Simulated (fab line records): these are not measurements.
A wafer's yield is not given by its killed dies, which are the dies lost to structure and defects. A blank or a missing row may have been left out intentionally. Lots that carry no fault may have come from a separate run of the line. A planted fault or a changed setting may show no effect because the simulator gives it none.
fab line records + flow berkeleyCmos170
[record]
- lots = 6
- wafers = 18
- lastDay = 12
route steps=331 shown PSD@183 NSD@187 BACKSIDE@199 SDANNEAL@204
lots with no fault: from the same line, run without faults
startH: start of the lot's first displayed wafer, in hours after the record's first day + waitH: time in hours since the lot's previous step + " the same as in the row above + L1.1+2: one row covering several wafers at once + - no value, or no start given + * or withheld: withheld + < > ~ a bound
route shown NAME@n: NAME is a module with steps in the file, n the number in the route of the first one + usual: average and standard deviation across the fault-free wafers + same: alike in all rows + chamber/n: place in a boat + sites: readings site by site + _std_site: how widely they spread, as a standard deviation + _edge_site: mean of outer sites minus mean of inner sites + radiusMm: how far each site lies from the wafer's centre + mask NAME#n: copy n + behind: the tool/chamber that last shaped the wafer + hold: what put the lot on hold/how long, in hours/how the hold closed + device: the n, p or np transistor that did not switch + end of line: tests of these same wafers at the route's end + where a step has no rows: the recipe by itself + killed: the dies lost at the first sort to structure and to defects; this is not the yield of the wafer + map: dies across one wafer; x = killed, . = not, _ = none there
set.NAME: the run value of the setting; set.NAME@STEP: its run value at that earlier step + model.NAME: the simulator's own value behind a step, which no gauge read
lots at selected steps of the route; one table per step, one row per wafer
services: a tool's chamber out of use, with start hour (startH, from the record's first day; less than 0 if before it), hours out, and reason
[[steps]]
[step UCB170_PSD_IMPLANT_08]
[recipe]
- species = B
- doseCm2 = 3e+15
- energyKev = 20
- tiltDeg = 7
[step UCB170_PSD_STRIP_09]
[recipe]
- chemistry = O2
- powerW = 400
- pressureMtorr = 3500
- platenTempC = withheld
- o2FlowSccm = 400
- overashFraction = 0.5
[usual]
- drypumpMotorCurrentA = 5.6/0.5
- oesProductAu = 0.600/0.0041
- stripTimeToEndpointS = 29.36/0.098
| lot.wafer | tool           | chamber | startH | waitH | drypumpMotorCurrentA | oesProductAu | rfHoursCounterH | stripTimeToEndpointS |
|-----------|----------------|---------|--------|-------|----------------------|--------------|-----------------|----------------------|
| L783.3    | plasmaAsher-03 | 1       | 182.46 | 0.1   | 5.9                  | 0.601        | -               | 29.36                |
| L783.4    | "              | 0       | "      | "     | 5.7                  | 0.598        | -               | 29.32                |
| L783.5    | "              | 1       | "      | "     | 5.9                  | 0.600        | -               | 29.39                |
| L789.1    | plasmaAsher-04 | 1       | 219.00 | 0.1   | 5.5                  | 0.599        | 44              | 29.31                |
| L789.3    | "              | 0       | "      | "     | 5.5                  | 0.594        | -               | 29.37                |
| L789.6    | "              | 1       | "      | "     | 5.5                  | 0.601        | -               | 29.34                |
| L791.1    | plasmaAsher-02 | 0       | 219.36 | 0.1   | 6.4                  | 0.601        | 49              | 29.41                |
| L791.3    | "              | 1       | "      | "     | 4.8                  | 0.598        | -               | 29.43                |
| L791.4    | "              | 0       | "      | "     | 6.4                  | 0.599        | -               | 29.35                |
| L795.1    | plasmaAsher-03 | 1       | 235.30 | 0.1   | 5.9                  | 0.594        | 53              | 29.23                |
| L795.4    | "              | 0       | "      | "     | 5.6                  | 0.605        | -               | 29.17                |
| L795.6    | "              | 0       | "      | "     | 5.7                  | 0.603        | -               | 29.20                |
| L796.3    | plasmaAsher-04 | 1       | 235.46 | 0.1   | 5.5                  | 0.596        | -               | 29.22                |
| L796.5    | "              | 0       | "      | "     | 5.5                  | 0.598        | -               | 29.27                |
| L796.6    | "              | 1       | "      | "     | 5.5                  | 0.604        | -               | 29.32                |
| L799.2    | plasmaAsher-02 | 0       | 251.91 | 0.1   | 6.4                  | 0.601        | 53              | 29.34                |
| L799.3    | "              | 0       | "      | "     | 6.4                  | 0.599        | -               | 29.27                |
| L799.5    | "              | 0       | "      | "     | 6.4                  | 0.604        | -               | 29.34                |
[step UCB170_PSD_TW_MEAS_10]
[usual]
- PSD_TW = 2322/17
| lot.wafer | tool         | chamber | startH | waitH | PSD_TW |
|-----------|--------------|---------|--------|-------|--------|
| L783.3    | filmMetro-01 | -       | 182.55 | 0.1   | 2311   |
| L783.4    | "            | -       | "      | "     | 2320   |
| L783.5    | "            | -       | "      | "     | 2319   |
| L789.1    | filmMetro-03 | -       | 219.10 | 0.1   | 2297   |
| L789.3    | "            | -       | "      | "     | 2313   |
| L789.6    | "            | -       | "      | "     | 2303   |
| L791.1    | filmMetro-02 | -       | 219.46 | 0.1   | 2341   |
| L791.3    | "            | -       | "      | "     | 2342   |
| L791.4    | "            | -       | "      | "     | 2336   |
| L795.1    | filmMetro-02 | -       | 235.40 | 0.1   | 2329   |
| L795.4    | "            | -       | "      | "     | 2331   |
| L795.6    | "            | -       | "      | "     | 2323   |
| L796.3    | filmMetro-01 | -       | 235.54 | 0.1   | 2290   |
| L796.5    | "            | -       | "      | "     | 2295   |
| L796.6    | "            | -       | "      | "     | 2302   |
| L799.2    | filmMetro-02 | -       | 252.02 | 0.1   | 2325   |
| L799.3    | "            | -       | "      | "     | 2321   |
| L799.5    | "            | -       | "      | "     | 2301   |
[step UCB170_PSD_CLEAN_11]
[recipe]
- chemistry = SPM
- tempC = 120
- timeS = 600
[step UCB170_NSD_HMDS_00]
[recipe]
- primeTimeS = 60
- primeTempC = 100
[step UCB170_NSD_COAT_01]
[recipe]
- resist = KrF
- spinRpm = 1500
- resistThkNm = 900
[step UCB170_NSD_SOFTBAKE_02]
[recipe]
- resist = KrF
- tempC = 130
- timeS = 60
[step UCB170_NSD_EXPOSE_03]
[recipe]
- maskId = NSELECT_MOD
- na = 0.5
- sigmaOuter = 0.6
- sourceShape = conventional
- targetCdNm = 1200
- doseMj = 30
[step UCB170_NSD_PEB_04]
[recipe]
- pebTempC = 130
- pebTimeS = withheld
- resist = KrF
[step UCB170_NSD_DEVELOP_05]
[recipe]
- developer = TMAH
- developTimeS = 45
- resist = KrF
- devTempC = 21
[step UCB170_NSD_CD_MEAS_06]
[recipe]
- targetCdNm = 1200
[usual]
- cdNm = 1200.7/1.4
| lot.wafer | tool     | chamber | startH | waitH | cdNm   |
|-----------|----------|---------|--------|-------|--------|
| L783.3    | cdSem-01 | -       | 184.05 | -     | 1199.2 |
| L783.4    | "        | -       | "      | "     | 1202.4 |
| L783.5    | "        | -       | "      | "     | 1202.0 |
| L789.1    | cdSem-01 | -       | 221.22 | -     | 1199.3 |
| L789.3    | "        | -       | "      | "     | 1201.0 |
| L789.6    | "        | -       | "      | "     | 1199.9 |
| L791.1    | cdSem-02 | -       | 221.23 | -     | 1202.9 |
| L791.3    | "        | -       | "      | "     | 1200.6 |
| L791.4    | "        | -       | "      | "     | 1203.0 |
| L796.3    | cdSem-02 | -       | 238.16 | -     | 1201.0 |
| L796.5    | "        | -       | "      | "     | 1201.1 |
| L796.6    | "        | -       | "      | "     | 1202.9 |
| L795.1    | cdSem-02 | -       | 238.63 | -     | 1200.1 |
| L795.4    | "        | -       | "      | "     | 1199.4 |
| L795.6    | "        | -       | "      | "     | 1200.3 |
| L799.2    | cdSem-02 | -       | 255.22 | -     | 1198.5 |
| L799.3    | "        | -       | "      | "     | 1198.2 |
| L799.5    | "        | -       | "      | "     | 1198.7 |
[step UCB170_NSD_OVL_MEAS_07]
[usual]
- NSD_OVL = 0/5.3
| lot.wafer | tool       | chamber | startH | waitH | NSD_OVL[nm] |
|-----------|------------|---------|--------|-------|-------------|
| L783.3    | overlay-02 | -       | 184.14 | 0.1   | 1           |
| L783.4    | "          | -       | "      | "     | -3          |
| L783.5    | "          | -       | "      | "     | 0           |
| L789.1    | overlay-01 | -       | 221.34 | 0.1   | -4          |
| L789.3    | "          | -       | "      | "     | -9          |
| L789.6    | "          | -       | "      | "     | -1          |
| L791.1    | overlay-02 | -       | 221.35 | 0.1   | -8          |
| L791.3    | "          | -       | "      | "     | -5          |
| L791.4    | "          | -       | "      | "     | -5          |
| L796.3    | overlay-01 | -       | 238.25 | 0.1   | 0           |
| L796.5    | "          | -       | "      | "     | 2           |
| L796.6    | "          | -       | "      | "     | 5           |
| L795.1    | overlay-01 | -       | 238.75 | 0.1   | 11          |
| L795.4    | "          | -       | "      | "     | 9           |
| L795.6    | "          | -       | "      | "     | 5           |
| L799.2    | overlay-02 | -       | 255.32 | 0.1   | -4          |
| L799.3    | "          | -       | "      | "     | -14         |
| L799.5    | "          | -       | "      | "     | -9          |
[step UCB170_NSD_IMPLANT_08]
[recipe]
- species = P
- doseCm2 = 3e+15
- energyKev = 40
- tiltDeg = 7
[usual]
- beamEnergyKeV = 39.998/0.012
- beamOnS = 10.00/0.2
- endStationPressureTorr = 1.25e-05/6.5e-07
| lot.wafer | tool         | chamber | startH | waitH | beamEnergyKeV | beamOnS | endStationPressureTorr |
|-----------|--------------|---------|--------|-------|---------------|---------|------------------------|
| L783.3    | implanter-04 | 0       | 184.21 | 0.1   | 39.999        | 9.75    | 1.24e-05               |
| L783.4    | "            | 0       | "      | "     | 39.988        | 10.20   | 1.12e-05               |
| L783.5    | "            | 0       | "      | "     | 40.005        | 10.16   | 1.24e-05               |
| L789.1    | implanter-03 | -       | 221.38 | 0.0   | -             | -       | -                      |
| L789.3    | "            | -       | "      | "     | -             | -       | -                      |
| L789.6    | "            | -       | "      | "     | -             | -       | -                      |
| L791.1    | implanter-02 | -       | 221.39 | 0.0   | -             | -       | -                      |
| L791.3    | "            | -       | "      | "     | -             | -       | -                      |
| L791.4    | "            | -       | "      | "     | -             | -       | -                      |
| L796.3    | implanter-02 | 0       | 238.32 | 0.1   | 40.001        | 9.88    | 1.19e-05               |
| L796.5    | "            | 0       | "      | "     | 40.014        | 9.97    | 1.24e-05               |
| L796.6    | "            | 0       | "      | "     | 40.002        | 9.91    | 1.21e-05               |
| L795.1    | implanter-02 | 0       | 238.79 | 0.0   | 40.015        | 9.95    | 1.22e-05               |
| L795.4    | "            | 0       | "      | "     | 39.998        | 10.10   | 1.23e-05               |
| L795.6    | "            | 0       | "      | "     | 39.997        | 9.92    | 1.2e-05                |
| L799.2    | implanter-02 | 0       | 255.38 | 0.0   | 40.011        | 10.06   | 1.28e-05               |
| L799.3    | "            | 0       | "      | "     | 40.004        | 9.85    | 1.34e-05               |
| L799.5    | "            | 0       | "      | "     | 40.016        | 10.00   | 1.23e-05               |
[step UCB170_NSD_STRIP_09]
[recipe]
- chemistry = O2
- powerW = 400
- pressureMtorr = 3500
- platenTempC = withheld
- o2FlowSccm = 400
- overashFraction = 0.5
[usual]
- drypumpMotorCurrentA = 5.7/0.41
- oesProductAu = 0.534/0.0042
- stripTimeToEndpointS = 35.83/0.08
| lot.wafer | tool           | chamber | startH | waitH | drypumpMotorCurrentA | oesProductAu | rfHoursCounterH | stripTimeToEndpointS |
|-----------|----------------|---------|--------|-------|----------------------|--------------|-----------------|----------------------|
| L783.3    | plasmaAsher-01 | 1       | 184.34 | 0.1   | 5.5                  | 0.539        | -               | 35.94                |
| L783.4    | "              | 0       | "      | "     | 6.7                  | 0.533        | -               | 35.84                |
| L783.5    | "              | 0       | "      | "     | 6.7                  | 0.541        | -               | 35.86                |
| L789.1    | plasmaAsher-04 | 0       | 221.53 | 0.1   | 5.5                  | 0.735        | 45              | 21.71                |
| L789.3    | "              | 0       | "      | "     | 5.5                  | 0.729        | -               | 21.63                |
| L789.6    | "              | 0       | "      | "     | 5.5                  | 0.738        | -               | 21.75                |
| L791.1    | plasmaAsher-03 | 1       | 221.54 | 0.1   | 5.9                  | 0.736        | 51              | 21.61                |
| L791.3    | "              | 0       | "      | "     | 5.6                  | 0.730        | -               | 21.65                |
| L791.4    | "              | 1       | "      | "     | 5.9                  | 0.739        | -               | 21.65                |
| L796.3    | plasmaAsher-01 | 1       | 238.46 | 0.1   | 5.5                  | 0.532        | -               | 35.91                |
| L796.5    | "              | 0       | "      | "     | 6.7                  | 0.529        | -               | 35.85                |
| L796.6    | "              | 1       | "      | "     | 5.5                  | 0.539        | -               | 35.85                |
| L795.1    | plasmaAsher-03 | 0       | 238.94 | 0.1   | 5.7                  | 0.531        | 53              | 35.83                |
| L795.4    | "              | 0       | "      | "     | 5.7                  | 0.531        | -               | 35.85                |
| L795.6    | "              | 1       | "      | "     | 5.8                  | 0.544        | -               | 35.81                |
| L799.2    | plasmaAsher-04 | 1       | 255.50 | 0.1   | 5.5                  | 0.534        | 49              | 35.73                |
| L799.3    | "              | 1       | "      | "     | 5.5                  | 0.538        | -               | 35.70                |
| L799.5    | "              | 1       | "      | "     | 5.5                  | 0.537        | -               | 35.79                |
[step UCB170_NSD_TW_MEAS_10]
[usual]
- NSD_TW = 4170/29
| lot.wafer | tool         | chamber | startH | waitH | NSD_TW |
|-----------|--------------|---------|--------|-------|--------|
| L783.3    | filmMetro-01 | -       | 184.43 | 0.1   | 4159   |
| L783.4    | "            | -       | "      | "     | 4149   |
| L783.5    | "            | -       | "      | "     | 4154   |
| L789.1    | filmMetro-03 | -       | 221.63 | 0.1   | 30     |
| L789.3    | "            | -       | "      | "     | 30     |
| L789.6    | "            | -       | "      | "     | 30     |
| L791.1    | filmMetro-01 | -       | 221.64 | 0.1   | 30     |
| L791.3    | "            | -       | "      | "     | 30     |
| L791.4    | "            | -       | "      | "     | 30     |
| L796.3    | filmMetro-03 | -       | 238.54 | 0.1   | 4160   |
| L796.5    | "            | -       | "      | "     | 4156   |
| L796.6    | "            | -       | "      | "     | 4157   |
| L795.1    | filmMetro-02 | -       | 239.12 | 0.2   | 4206   |
| L795.4    | "            | -       | "      | "     | 4207   |
| L795.6    | "            | -       | "      | "     | 4215   |
| L799.2    | filmMetro-03 | -       | 255.61 | 0.1   | 4163   |
| L799.3    | "            | -       | "      | "     | 4147   |
| L799.5    | "            | -       | "      | "     | 4171   |
[step UCB170_NSD_CLEAN_11]
[recipe]
- chemistry = SPM
- tempC = 120
- timeS = 600
[step UCB170_BACKSIDE_HMDS_00]
[recipe]
- primeTimeS = 60
- primeTempC = 100
[step UCB170_BACKSIDE_COAT_01]
[recipe]
- resist = KrF
- spinRpm = 1500
- resistThkNm = 900
[step UCB170_BACKSIDE_SOFTBAKE_02]
[recipe]
- resist = KrF
- tempC = 130
- timeS = 60
[step UCB170_BACKSIDE_STRIP_03]
[recipe]
- chemistry = O2
- powerW = 400
- pressureMtorr = 3500
- platenTempC = withheld
- o2FlowSccm = 400
- overashFraction = 0.5
[usual]
- drypumpMotorCurrentA = 5.8/0.6
- oesProductAu = 0.734/0.0046
- stripTimeToEndpointS = 21.96/0.065
| lot.wafer | tool           | chamber | startH | waitH | drypumpMotorCurrentA | oesProductAu | rfHoursCounterH | stripTimeToEndpointS |
|-----------|----------------|---------|--------|-------|----------------------|--------------|-----------------|----------------------|
| L783.3    | plasmaAsher-03 | 0       | 185.13 | 0.1   | 5.6                  | 0.733        | -               | 21.89                |
| L783.4    | "              | 1       | "      | "     | 5.9                  | 0.737        | -               | 21.89                |
| L783.5    | "              | 0       | "      | "     | 5.7                  | 0.736        | -               | 21.89                |
| L789.1    | plasmaAsher-01 | 0       | 223.16 | 0.1   | 6.7                  | 0.737        | 11              | 22.00                |
| L789.3    | "              | 0       | "      | "     | 6.7                  | 0.735        | -               | 22.05                |
| L789.6    | "              | 0       | "      | "     | 6.7                  | 0.737        | -               | 21.97                |
| L791.1    | plasmaAsher-02 | 1       | 223.61 | 0.1   | 4.8                  | 0.738        | 50              | 22.05                |
| L791.3    | "              | 1       | "      | "     | 4.8                  | 0.732        | -               | 22.00                |
| L791.4    | "              | 0       | "      | "     | 6.4                  | 0.735        | -               | 22.02                |
| L796.3    | plasmaAsher-02 | 1       | 239.24 | 0.1   | 4.7                  | 0.735        | -               | 21.92                |
| L796.5    | "              | 1       | "      | "     | 4.8                  | 0.737        | -               | 21.93                |
| L796.6    | "              | 0       | "      | "     | 6.4                  | 0.731        | -               | 21.97                |
| L795.1    | plasmaAsher-03 | 1       | 240.35 | 0.1   | 5.9                  | 0.739        | 53              | 21.90                |
| L795.4    | "              | 1       | "      | "     | 5.9                  | 0.730        | -               | 22.02                |
| L795.6    | "              | 1       | "      | "     | 5.8                  | 0.730        | -               | 21.94                |
| L799.2    | plasmaAsher-03 | 0       | 256.30 | 0.1   | 5.6                  | 0.729        | 55              | 21.89                |
| L799.3    | "              | 0       | "      | "     | 5.7                  | 0.734        | -               | 21.90                |
| L799.5    | "              | 1       | "      | "     | 5.9                  | 0.733        | -               | 21.96                |
[step UCB170_BACKSIDE_CLEAN_04]
[recipe]
- chemistry = SPM
- tempC = 120
- timeS = 600
[step UCB170_SDANNEAL_RTA_00]
[recipe]
- tempC = 900
- timeS = 10
- ambient = N2
[usual]
- lampPowerPct = 23.7/1.4
- wafer_temp_C_max = 903.9/0.83
| lot.wafer | tool         | chamber | startH | waitH | lampPowerPct | wafer_temp_C_max |
|-----------|--------------|---------|--------|-------|--------------|------------------|
| L783.3    | rtpAnneal-01 | 0       | 185.57 | 0.0   | 24.9         | 904.3            |
| L783.4    | "            | 0       | "      | "     | 24.9         | 904.5            |
| L783.5    | "            | 0       | "      | "     | 24.9         | 905.5            |
| L789.1    | rtpAnneal-02 | 0       | 223.59 | 0.0   | 22.0         | 906.0            |
| L789.3    | "            | 0       | "      | "     | 22.0         | 903.5            |
| L789.6    | "            | 0       | "      | "     | 22.0         | 904.2            |
| L791.1    | rtpAnneal-01 | 0       | 223.97 | 0.0   | 24.9         | 903.4            |
| L791.3    | "            | 0       | "      | "     | 24.9         | 904.5            |
| L791.4    | "            | 0       | "      | "     | 24.9         | 903.2            |
| L796.3    | rtpAnneal-02 | 0       | 239.50 | 0.0   | 22.0         | 905.2            |
| L796.5    | "            | 0       | "      | "     | 22.0         | 904.5            |
| L796.6    | "            | 0       | "      | "     | 22.0         | 903.4            |
| L795.1    | rtpAnneal-02 | 0       | 240.62 | 0.0   | 22.0         | 904.1            |
| L795.4    | "            | 0       | "      | "     | 22.0         | 903.5            |
| L795.6    | "            | 0       | "      | "     | 22.0         | 904.3            |
| L799.2    | rtpAnneal-02 | 0       | 256.59 | 0.0   | 22.0         | 905.9            |
| L799.3    | "            | 0       | "      | "     | 22.0         | 903.9            |
| L799.5    | "            | 0       | "      | "     | 22.0         | 904.0            |
[step UCB170_SDANNEAL_RTA_01]
[recipe]
- tempC = 1050
- timeS = 5
- ambient = N2
[usual]
- lampPowerPct = 36.6/2.2
- wafer_temp_C_max = 1054.7/0.81
| lot.wafer | tool         | chamber | startH | waitH | lampPowerPct | wafer_temp_C_max |
|-----------|--------------|---------|--------|-------|--------------|------------------|
| L783.3    | rtpAnneal-01 | 0       | 185.63 | 0.1   | 38.5         | 1054.5           |
| L783.4    | "            | 0       | "      | "     | 38.5         | 1054.9           |
| L783.5    | "            | 0       | "      | "     | 38.4         | 1055.4           |
| L789.1    | rtpAnneal-02 | 0       | 223.65 | 0.1   | 34.0         | 1055.1           |
| L789.3    | "            | 0       | "      | "     | 34.0         | 1055.9           |
| L789.6    | "            | 0       | "      | "     | 34.0         | 1055.9           |
| L791.1    | rtpAnneal-01 | 0       | 224.03 | 0.1   | 38.5         | 1054.2           |
| L791.3    | "            | 0       | "      | "     | 38.4         | 1054.5           |
| L791.4    | "            | 0       | "      | "     | 38.5         | 1055.4           |
| L796.3    | rtpAnneal-02 | 0       | 239.57 | 0.1   | 34.0         | 1053.8           |
| L796.5    | "            | 0       | "      | "     | 33.9         | 1053.9           |
| L796.6    | "            | 0       | "      | "     | 34.0         | 1057.4           |
| L795.1    | rtpAnneal-02 | 0       | 240.69 | 0.1   | 34.0         | 1054.6           |
| L795.4    | "            | 0       | "      | "     | 34.0         | 1055.1           |
| L795.6    | "            | 0       | "      | "     | 34.0         | 1055.9           |
| L799.2    | rtpAnneal-02 | 0       | 256.66 | 0.1   | 34.0         | 1053.5           |
| L799.3    | "            | 0       | "      | "     | 34.0         | 1054.8           |
| L799.5    | "            | 0       | "      | "     | 34.0         | 1054.9           |
[step UCB170_SDANNEAL_RS_MEAS_02]
[recipe]
- thkMeasGauge = four-point-probe
[usual]
- PSD_RS = 75.7/0.38
| lot.wafer | tool         | chamber | startH | waitH | PSD_RS[ohm/sq] |
|-----------|--------------|---------|--------|-------|----------------|
| L783.3    | filmMetro-02 | -       | 185.88 | 0.2   | 75.5           |
| L783.4    | "            | -       | "      | "     | 75.6           |
| L783.5    | "            | -       | "      | "     | 75.7           |
| L789.1    | filmMetro-02 | -       | 223.71 | 0.0   | 75.4           |
| L789.3    | "            | -       | "      | "     | 75.9           |
| L789.6    | "            | -       | "      | "     | 75.4           |
| L791.1    | filmMetro-02 | -       | 224.19 | 0.1   | 75.6           |
| L791.3    | "            | -       | "      | "     | 75.6           |
| L791.4    | "            | -       | "      | "     | 75.7           |
| L796.3    | filmMetro-03 | -       | 239.65 | 0.1   | 76.1           |
| L796.5    | "            | -       | "      | "     | 76.2           |
| L796.6    | "            | -       | "      | "     | 76.1           |
| L795.1    | filmMetro-02 | -       | 240.75 | 0.0   | 76.3           |
| L795.4    | "            | -       | "      | "     | 76.4           |
| L795.6    | "            | -       | "      | "     | 76.3           |
| L799.2    | filmMetro-02 | -       | 256.72 | 0.1   | 76.2           |
| L799.3    | "            | -       | "      | "     | 76.4           |
| L799.5    | "            | -       | "      | "     | 76.3           |
[step UCB170_SDANNEAL_RS_MEAS_03]
[recipe]
- thkMeasGauge = four-point-probe
[usual]
- NSD_RS = 37.26/0.094
| lot.wafer | tool         | chamber | startH | waitH | NSD_RS[ohm/sq] |
|-----------|--------------|---------|--------|-------|----------------|
| L783.3    | filmMetro-02 | -       | 186.00 | 0.1   | 37.15          |
| L783.4    | "            | -       | "      | "     | 37.26          |
| L783.5    | "            | -       | "      | "     | 37.13          |
| L789.1    | filmMetro-02 | -       | 223.83 | 0.1   | 132.76         |
| L789.3    | "            | -       | "      | "     | 132.93         |
| L789.6    | "            | -       | "      | "     | 132.61         |
| L791.1    | filmMetro-02 | -       | 224.31 | 0.1   | 133.04         |
| L791.3    | "            | -       | "      | "     | 132.86         |
| L791.4    | "            | -       | "      | "     | 133.02         |
| L796.3    | filmMetro-03 | -       | 239.77 | 0.1   | 37.16          |
| L796.5    | "            | -       | "      | "     | 37.26          |
| L796.6    | "            | -       | "      | "     | 37.25          |
| L795.1    | filmMetro-02 | -       | 240.87 | 0.1   | 37.19          |
| L795.4    | "            | -       | "      | "     | 37.17          |
| L795.6    | "            | -       | "      | "     | 37.29          |
| L799.2    | filmMetro-02 | -       | 256.84 | 0.1   | 37.24          |
| L799.3    | "            | -       | "      | "     | 37.35          |
| L799.5    | "            | -       | "      | "     | 37.19          |
[[services]]
| tool           | chamber | startH | hours | kind   |
|----------------|---------|--------|-------|--------|
| plasmaAsher-01 | -       | 168.37 | 2.7   | repair |
| implanter-03   | -       | 170.25 | 2.5   | pm     |
| implanter-04   | -       | 193.70 | 7.7   | repair |
| plasmaAsher-04 | -       | 194.13 | 2.8   | pm     |
| implanter-04   | -       | 233.88 | 2.6   | pm     |
| implanter-02   | -       | 242.05 | 4.4   | repair |
| implanter-04   | -       | 251.58 | 1.3   | repair |
| implanter-03   | -       | 255.29 | 6.2   | repair |
[[key]]
[firstSign]
- step = UCB170_NSD_IMPLANT_08
- reading = toolRecord
- direction = missing
[effect]
- step = UCB170_NSD_STRIP_09
- reading = stripTimeToEndpointS
- direction = down
- sigmas = 99+
- usual = *
- struck = *
[effect]
- step = UCB170_NSD_TW_MEAS_10
- reading = NSD_TW
- direction = down
- sigmas = 99+
- usual = 4170
- struck = 30
[effect]
- step = UCB170_SDANNEAL_RS_MEAS_03
- reading = NSD_RS
- direction = up
- sigmas = 99+
- usual = 37.26
- struck = 132.87
metAt UCB170_NSD_IMPLANT_08
struckWafers L789.1,L789.3,L789.6,L791.1,L791.3,L791.4
laterRowsLeftOut L789.1,L789.3,L789.6,L791.1,L791.3,L791.4
sortLeftOut L789.1,L789.3,L789.6,L791.1,L791.3,L791.4
testerLeftOut L789,L791
[fault]
- kind = skippedStepWhole
- tool = implanter-02,implanter-03
- chamber = -
- onsetH = 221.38
- steps = UCB170_NSD_IMPLANT_08
- scope = struckLotsOnly
// testerLeftOut: of these lots the tester's yield and bins aren't shown, on N5 and GAA mostly nor the transistor test; their killed dies are dies lost to structure and defects alone, not to doping, threshold or leakage, so they don't give the yield
// sortLeftOut: the simulated sort isn't trusted on such a fault, so these wafers' sort isn't shown, and their yield isn't known
// laterRowsLeftOut: the simulator's readings of these wafers behind a module that went badly wrong aren't trusted and aren't shown, but for the sort
